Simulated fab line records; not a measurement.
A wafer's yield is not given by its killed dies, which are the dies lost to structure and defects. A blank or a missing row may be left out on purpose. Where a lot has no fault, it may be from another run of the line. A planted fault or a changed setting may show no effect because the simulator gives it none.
A lot that was struck, set against a sound lot + flow berkeleyCmos170 + 16 steps out of a route of 331
Sound: wafers L993.3, L993.4, L993.6. Struck: wafer L101.6 (left out: L101.1, L101.5 of the same lot, which were not struck); the cause appears at the end.
Order at every step that has rows: each side's tool, ch and its chambers, its first start. Under that, the readings that differ: sound wafers + struck wafers + difference of the means + sigmas: that difference in standard deviations of wafers without a fault.
alike: same words and numbers on both sides, and readings whose means sit less than 2 such deviations apart. not compared: any withheld reading, any reading some wafer has no value for, any bound like >300 that may hide the same value, and any number with overlapping values for which the record gives no deviation.
The two part at a step that has a row with sigmas, a row that says differs or no value, or rows on one side only. Numbers that don't overlap but have no deviation are shown without sigmas and don't part them. A reading that every wafer of one side lacks parts them only if that side has two wafers or more.

first, 1 step without rows for these wafers: UCB170_M2_SOFTBAKE_06 (time 60 s).
UCB170_M2_STRIP_07: strips in O2.
  sound on plasmaAsher-04 ch 0,1, day 8 02:10; struck on plasmaAsher-03 ch 0, day 10 11:54
| reading             | sound             | struck | difference | sigmas |
|---------------------|-------------------|--------|------------|--------|
| oesProductAu (a.u.) | 0.729 0.737 0.732 | 0.742  | +0.009     | +2     |
  alike: chamberPressureMTorr, drypumpMotorCurrentA, stripTimeToEndpointS
  not compared: rfHoursCounterH
then, 7 steps without rows for these wafers: UCB170_M2_STRIP_08 (strips KrF in DMSO, time 600 s); UCB170_M2_COAT_09; UCB170_M2_COAT_10 (resist thk 900 nm); UCB170_M2_SOFTBAKE_11 (time 60 s); UCB170_M2_EXPOSE_12 (exposes mask METAL2, target cd 700 nm); UCB170_M2_PEB_13; UCB170_M2_DEVELOP_14 (develop time 45 s).
UCB170_M2_CD_MEAS_15: the cd target is 700 nm.
  sound on cdSem-02, day 8 03:28; struck on cdSem-01, day 10 13:41
  alike: cdNm
UCB170_M2_OVL_MEAS_16:
  sound on overlay-02, day 8 03:33; struck on overlay-02, day 10 13:49
  alike: M2_OVL
UCB170_M2_ETCH_17: etches BARC in N2/H2.
  sound on rieDiel-02 ch 0,3, day 8 03:34; struck on rieDiel-01 ch 3, day 10 13:50
  alike: chamberPressureMTorr, drypumpMotorCurrentA, oesProductAu, throttleValvePct
UCB170_M2_METAL_ETCH_18: etches Al in Cl2/BCl3, stops on SiO2, target depth 1170 nm, time 195 s.
  sound on rieMetal-01 ch 0,1, day 8 03:41; struck on rieMetal-01 ch 0, day 10 13:53
| reading                            | sound             | struck | difference | sigmas |
|------------------------------------|-------------------|--------|------------|--------|
| oesProductAu (a.u.)                | 0.869 0.833 0.866 | 0.796  | -0.060     | -5     |
| runLengthS (s)                     | 222.6 222.7 222.4 | 240.8  | +18.2      | +17    |
| throttleValvePct (%)               | 24.10 24.38 24.12 | 24.40  | +0.20      | +2     |
| model.KrF_of_M2_COAT_10.thkNm (nm) | 210.3 185.8 210.1 | 115.9  | -86.2      |        |
| model.SiO2_of_V1_CVD_00.thkNm (nm) | 938.8 934.8 937.9 | 929.4  | -7.8       |        |
  alike: chamberPressureMTorr, drypumpMotorCurrentA, heBacksideLeakSccm
  not compared: rfHoursCounterH
UCB170_M2_STRIP_19: strips in O2.
  sound on plasmaAsher-04 ch 0,1, day 8 03:50; struck on plasmaAsher-01 ch 1, day 10 14:04
| reading             | sound             | struck | difference | sigmas |
|---------------------|-------------------|--------|------------|--------|
| oesProductAu (a.u.) | 0.537 0.519 0.547 | 0.444  | -0.090     | -6     |
  alike: chamberPressureMTorr, drypumpMotorCurrentA
  not compared: rfHoursCounterH
UCB170_M2_CD_MEAS_90: the cd target is 700 nm.
  sound on cdSem-02, day 8 03:56; struck on cdSem-02, day 10 14:13
  alike: cdNm
UCB170_M3_PROBE_99:
  the record holds rows for the sound wafers here (prober-01, day 8 09:49) but none for the struck ones

WHERE THEY PART
Last at UCB170_M3_PROBE_99 as far as this record goes, first at UCB170_M2_STRIP_07.

WHY: the cause the simulator had injected
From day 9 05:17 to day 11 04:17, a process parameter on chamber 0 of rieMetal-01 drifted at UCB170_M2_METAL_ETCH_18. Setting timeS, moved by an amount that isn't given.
